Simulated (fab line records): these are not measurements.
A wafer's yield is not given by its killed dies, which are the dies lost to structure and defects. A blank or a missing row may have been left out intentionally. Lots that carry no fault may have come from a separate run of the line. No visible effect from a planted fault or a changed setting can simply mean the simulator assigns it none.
Which tool is to blame?	flow ritCmos	13 lots with 39 wafers sampled at 6 steps, on a route of 202 steps

== WHAT EACH GAUGE READ, for each wafer ==
RIT_PWELL_TW_MEAS_10. Usual: for PWELL_TW the level is 944 and the standard deviation is 6.1.
lot	measured	on	PWELL_TW	flag
L180	day 1 22:52	filmMetro-03	948 948 947	
L182	day 2 09:16	filmMetro-02	948 940 942	
L183	day 2 13:44	filmMetro-01	939 940 938	
L184	day 2 20:28	filmMetro-01	944 942 941	
L185	day 3 01:55	filmMetro-01	939 933 940	
L189	day 3 20:48	filmMetro-03	941 941 939	
L190	day 4 02:53	filmMetro-01	940 941 940	
L194	day 4 23:58	filmMetro-03	953 950 956	
L195	day 5 04:13	filmMetro-01	944 942 942	
L197	day 5 15:25	filmMetro-01	939 946 937	
L199	day 5 21:38	filmMetro-01	944 942 943	
L201	day 6 10:28	filmMetro-03	950 944 946	
L203	day 6 21:18	filmMetro-01	944 938 941	

RIT_SPACER_THK_MEAS_04. Usual: for SPACER_NITRIDE_THK the level is 249.9 nm and the standard deviation is 2.2.
lot	measured	on	SPACER_NITRIDE_THK (nm)	flag
L180	day 2 21:52	filmMetro-03	247.5 248.1 249.3	
L182	day 3 08:14	filmMetro-03	249.4 252.8 249.9	
L183	day 3 12:27	filmMetro-04	248.7 249.0 249.7	
L184	day 3 19:15	filmMetro-01	253.9 254.8 251.6	
L185	day 4 03:41	filmMetro-03	250.0 249.6 247.7	
L189	day 4 20:08	filmMetro-04	250.5 249.7 252.1	
L190	day 5 06:33	filmMetro-01	287.5 287.8 288.3	OFF
L194	day 6 01:26	filmMetro-04	250.7 246.7 250.0	
L195	day 6 04:58	filmMetro-01	247.7 248.4 245.6	
L197	day 6 16:05	filmMetro-01	249.8 248.1 250.0	
L199	day 6 23:31	filmMetro-01	252.0 250.9 251.8	
L201	day 7 09:47	filmMetro-04	253.1 252.2 250.3	
L203	day 7 21:50	filmMetro-03	253.2 253.1 253.5	

RIT_PSD_OVL_MEAS_06. Usual: for PSD_OVL the level is -0.6 nm and the standard deviation is 1.3.
lot	measured	on	PSD_OVL (nm)	flag
L180	day 3 00:27	overlay-02	-0.9 -1.5 -1.9	
L182	day 3 10:56	overlay-01	-0.8 -1.9 -0.8	
L183	day 3 15:03	overlay-02	1.9 1.1 0.9	
L184	day 3 21:49	overlay-01	2.0 1.8 1.8	
L185	day 4 06:18	overlay-02	-1.7 -2.9 -0.1	
L189	day 4 23:00	overlay-01	-1.1 -3.0 -4.6	
L190	day 5 09:19	overlay-02	1.0 -0.8 -0.3	
L194	day 6 03:55	overlay-01	-0.1 -1.9 -1.2	
L195	day 6 07:27	overlay-02	-0.5 -0.1 -1.9	
L197	day 6 18:40	overlay-01	-1.6 -1.4 0.1	
L199	day 7 02:17	overlay-01	-2.2 -2.6 -0.6	
L201	day 7 12:35	overlay-02	-1.8 -1.1 -1.3	
L203	day 8 00:41	overlay-01	-1.0 -0.8 -1.2	

== WHAT TOOL EACH LOT RAN ON (gives the tool, then ch and the chambers of the sampled wafers, and finally the start) ==
lot	RIT_NRETRO_STRIP_09	RIT_SPACER_CVD_03	RIT_SPACER_ETCHBACK_05
L180	plasmaAsher-04 ch 0,1, day 2 05:44	lpcvd-02 ch 0, day 2 19:55	rieDiel-01 ch 1,2, day 2 21:53
L182	plasmaAsher-01 ch 0,1, day 2 16:05	lpcvd-01 ch 1, day 3 06:19	rieDiel-01 ch 0,2,3, day 3 08:17
L183	plasmaAsher-01 ch 0,1, day 2 21:10	lpcvd-02 ch 0, day 3 10:32	rieDiel-03 ch 0,2,3, day 3 12:31
L184	plasmaAsher-04 ch 0,1, day 3 03:18	lpcvd-01 ch 1, day 3 17:20	rieDiel-03 ch 1,2,3, day 3 19:19
L185	plasmaAsher-03 ch 0,1, day 3 08:44	lpcvd-01 ch 0, day 4 01:47	rieDiel-03 ch 2,3, day 4 03:45
L189	plasmaAsher-01 ch 0,1, day 4 04:52	lpcvd-01 ch 1, day 4 18:13	rieDiel-01 ch 1,2,3, day 4 20:11
L190	plasmaAsher-04 ch 0,1, day 4 09:41	lpcvd-01 ch 1, day 5 03:40	rieDiel-04 ch 0,2,3, day 5 06:36
L194	plasmaAsher-03 ch 0,1, day 5 06:55	lpcvd-01 ch 0, day 5 23:31	rieDiel-03 ch 1,2,3, day 6 01:30
L195	plasmaAsher-01 ch 0,1, day 5 11:37	lpcvd-01 ch 0, day 6 03:03	rieDiel-01 ch 0,2,3, day 6 05:02
L197	plasmaAsher-04 ch 0,1, day 5 22:14	lpcvd-02 ch 0, day 6 14:10	rieDiel-03 ch 0,1,2, day 6 16:08
L199	plasmaAsher-04 ch 0,1, day 6 04:20	lpcvd-02 ch 1, day 6 21:35	rieDiel-03 ch 0,2,3, day 6 23:34
L201	plasmaAsher-04 ch 0,1, day 6 17:19	lpcvd-02 ch 1, day 7 07:52	rieDiel-01 ch 1,2,3, day 7 09:50
L203	plasmaAsher-01 ch 0,1, day 7 04:17	lpcvd-02 ch 1, day 7 19:55	rieDiel-03 ch 0,2,3, day 7 21:53
- RIT_NRETRO_STRIP_09: strips in O2, time 180 s.
- RIT_SPACER_CVD_03: deposits Si3N4 from SiH2Cl2/NH3, target thk 250 nm, time 3300 s.
- RIT_SPACER_ETCHBACK_05: etches Si3N4 in SF6/CHF3, stops on SiO2, target depth 250 nm, time 240 s.

== AS READ BY THE TOOLS THEMSELVES (means over the sampled wafers that have a number; for cases with no such wafer, the mark the record gives instead) ==
RIT_NRETRO_STRIP_09. Usual: drypumpMotorCurrentA reads 5.6 A (standard deviation 0.49).
lot	tool	drypumpMotorCurrentA (A)	flag
L180	plasmaAsher-04	5.1	
L182	plasmaAsher-01	6.0	
L183	plasmaAsher-01	6.0	
L184	plasmaAsher-04	5.1	
L185	plasmaAsher-03	5.7	
L189	plasmaAsher-01	6.1	
L190	plasmaAsher-04	5.2	
L194	plasmaAsher-03	5.6	
L195	plasmaAsher-01	6.0	
L197	plasmaAsher-04	5.3	
L199	plasmaAsher-04	5.2	
L201	plasmaAsher-04	5.2	
L203	plasmaAsher-01	6.0	

RIT_SPACER_CVD_03. Usual: pressureMtorr 300.2 mTorr, standard deviation 0.6; sih2cl2FlowSccm 59.99 sccm, standard deviation 0.15; zonePowerCentrePct 37.8 %, standard deviation 2.6; zonePowerSourcePct 21.9 %, standard deviation 0.67.
lot	tool	pressureMtorr (mTorr)	sih2cl2FlowSccm (sccm)	zonePowerCentrePct (%)	zonePowerSourcePct (%)	flag
L180	lpcvd-02	300.5	60.19	40.5	22.1	
L182	lpcvd-01	300.0	60.07	40.6	21.5	
L183	lpcvd-02	299.9	59.95	40.0	22.4	
L184	lpcvd-01	300.1	59.98	40.4	21.3	
L185	lpcvd-01	300.0	60.10	34.9	21.1	
L189	lpcvd-01	299.5	59.86	40.3	21.4	
L190	lpcvd-01	300.1	89.93	40.2	21.4	OFF
L194	lpcvd-01	299.9	59.93	34.8	21.3	
L195	lpcvd-01	300.2	59.78	35.0	21.2	
L197	lpcvd-02	300.0	60.09	40.3	22.2	
L199	lpcvd-02	301.1	59.84	35.4	23.0	
L201	lpcvd-02	300.0	60.10	35.4	22.6	
L203	lpcvd-02	301.0	60.11	35.4	22.7	

RIT_SPACER_ETCHBACK_05. Usual: drypumpMotorCurrentA 5.7 A, standard deviation 0.42; oesProductAu 0.840 a.u., standard deviation 0.013; throttleValvePct 10.31 %, standard deviation 0.18.
lot	tool	drypumpMotorCurrentA (A)	oesProductAu (a.u.)	throttleValvePct (%)	flag
L180	rieDiel-01	6.0	0.837	10.42	
L182	rieDiel-01	5.4	0.848	10.27	
L183	rieDiel-03	5.6	0.833	10.41	
L184	rieDiel-03	5.7	0.845	10.31	
L185	rieDiel-03	5.9	0.817	10.24	
L189	rieDiel-01	5.7	0.847	10.30	
L190	rieDiel-04	5.8	0.941	10.27	OFF
L194	rieDiel-03	5.7	0.826	10.30	
L195	rieDiel-01	5.4	0.843	10.25	
L197	rieDiel-03	5.7	0.835	10.34	
L199	rieDiel-03	5.6	0.839	10.41	
L201	rieDiel-01	5.7	0.849	10.31	
L203	rieDiel-03	5.6	0.833	10.41	

== THE ANSWER, worked out from the rows above alone ==
Rule: a lot is off if the mean of its wafers that have a number lies more than 3 standard deviations from the usual mean. A lot without any number at a reading at which 4 lots or more have one is off too. All remaining lots with rows at the step are treated as sound. The gauges are gone through in route order, then the tools' own readings, and for those a lot's mean is taken as printed above. At the first step where some lot is off, the reading lying furthest off is the one used; lots without a number count as furthest.
Off: at RIT_SPACER_THK_MEAS_04 (SPACER_NITRIDE_THK), L190.
If a tool, at a process step before that reading, ran all the lots that are off and no sound lot after the first of them, it fits. The gauges at RIT_SPACER_THK_MEAS_04 aren't tried: what is off there is off at RIT_SPACER_CVD_03 too, on other tools, and a gauge's error can't cause that. No candidate that was tried fits.

== WHAT THE SIMULATOR PUT IN ==
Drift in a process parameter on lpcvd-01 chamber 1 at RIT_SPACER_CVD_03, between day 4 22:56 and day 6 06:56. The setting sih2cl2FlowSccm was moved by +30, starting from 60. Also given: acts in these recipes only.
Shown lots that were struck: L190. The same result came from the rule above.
